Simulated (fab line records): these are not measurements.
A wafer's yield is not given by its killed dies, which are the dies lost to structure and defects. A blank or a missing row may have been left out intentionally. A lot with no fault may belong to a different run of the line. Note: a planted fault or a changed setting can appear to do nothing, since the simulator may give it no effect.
Shared-tool check    flow berkeley_cmos170    Sampled: 14 lots, 42 wafers

== WHAT PROMPTED THE OPENING ==
Flagged at UCB170_M3_CD_MEAS_15: reading cd_nm, on 2 of 14 lots. No-fault wafers: 700.0 nm, standard deviation 1.4.
Rule: flag the lot when none of its wafers has a number, or when each of its wafers that has one lies beyond 4 standard deviations from that mean. The rest of the lots are taken to be sound.

lot   measured      on         cd_nm (nm), wafer by wafer  flag
L124  day 8 20:17   cd_sem-01  698.4 698.7 699.0           
L123  day 8 20:24   cd_sem-02  698.7 696.8 699.0           
L126  day 9 16:58   cd_sem-01  700.0 702.5 700.8           
L125  day 9 17:05   cd_sem-01  701.1 700.7 701.4           
L127  day 9 19:04   cd_sem-02  701.6 701.6 700.5           
L129  day 10 06:37  cd_sem-01  698.4 699.5 699.8           
L128  day 10 06:50  cd_sem-02  700.4 699.8 699.6           
L134  day 11 15:37  cd_sem-02  692.1 690.8 692.4           FLAGGED
L136  day 12 05:17  cd_sem-02  691.8 691.7 691.1           FLAGGED
L144  day 14 07:53  cd_sem-01  702.1 701.3 703.1           
L146  day 14 18:14  cd_sem-01  698.6 698.3 699.9           
L142  day 14 18:32  cd_sem-01  702.1 701.1 701.0           
L141  day 14 19:02  cd_sem-02  699.1 698.2 698.3           
L143  day 14 19:43  cd_sem-02  699.6 700.1 700.4           
The numbers of the flagged lots are 691.6 nm on average: -8.4 nm against the usual, or -6 standard deviations.

== TOOL THAT RAN EACH LOT ==
The record holds 1 process step before the reading, out of a route of 331 steps. Cell contents, in order: the tool; ch with the chambers the sampled wafers went through; the start.
lot   flag     UCB170_M3_COAT_10
L124           litho_track-04 ch 0, day 8 19:00
L123           litho_track-02 ch 0, day 8 19:00
L126           litho_track-02 ch 0, day 9 15:00
L125           litho_track-04 ch 0, day 9 16:00
L127           litho_track-01 ch 0, day 9 18:00
L129           litho_track-02 ch 0, day 10 05:00
L128           litho_track-01 ch 0, day 10 06:00
L134  FLAGGED  litho_track-04 ch 0, day 11 14:00
L136  FLAGGED  litho_track-04 ch 0, day 12 01:00
L144           litho_track-01 ch 0, day 14 06:00
L146           litho_track-02 ch 0, day 14 16:00
L142           litho_track-02 ch 0, day 14 17:00
L141           litho_track-01 ch 0, day 14 18:00
L143           litho_track-04 ch 0, day 14 18:00
What is done by these steps:
- UCB170_M3_COAT_10: resist thk 900 nm.
- UCB170_M3_CD_MEAS_15: target cd 700 nm.

== FLAGGED AGAINST TOTAL, ONE TOOL AT A TIME (gauges that did the reading follow at the end) ==
step                  tool            lots run  flagged  share of the flagged lots  sound lots run after its first flagged lot
UCB170_M3_COAT_10     litho_track-01  4         0        none                       -
UCB170_M3_COAT_10     litho_track-02  5         0        none                       -
UCB170_M3_COAT_10     litho_track-04  5         2        all                        1 (L143)
UCB170_M3_CD_MEAS_15  cd_sem-01       7         0        none                       -
UCB170_M3_CD_MEAS_15  cd_sem-02       7         2        all                        2 (L141,L143)

== WHAT THE TABLE ALLOWS ==
Table rows that saw every flagged lot: 2, namely litho_track-04 at UCB170_M3_COAT_10 and cd_sem-02 at UCB170_M3_CD_MEAS_15.
- litho_track-04 at UCB170_M3_COAT_10: 2 of its 5 lots flagged. After the first flagged lot (L143), sound lots still ran on it; a lasting fault on the whole tool would not permit that.
- cd_sem-02 at UCB170_M3_CD_MEAS_15: 2 of its 7 lots flagged. After the first flagged lot (L141, L143), sound lots still ran on it; a lasting fault on the whole tool would not permit that.
Every row of the table either missed a flagged lot or ran a sound lot after the first.

== WHAT THE SIMULATOR PUT IN ==
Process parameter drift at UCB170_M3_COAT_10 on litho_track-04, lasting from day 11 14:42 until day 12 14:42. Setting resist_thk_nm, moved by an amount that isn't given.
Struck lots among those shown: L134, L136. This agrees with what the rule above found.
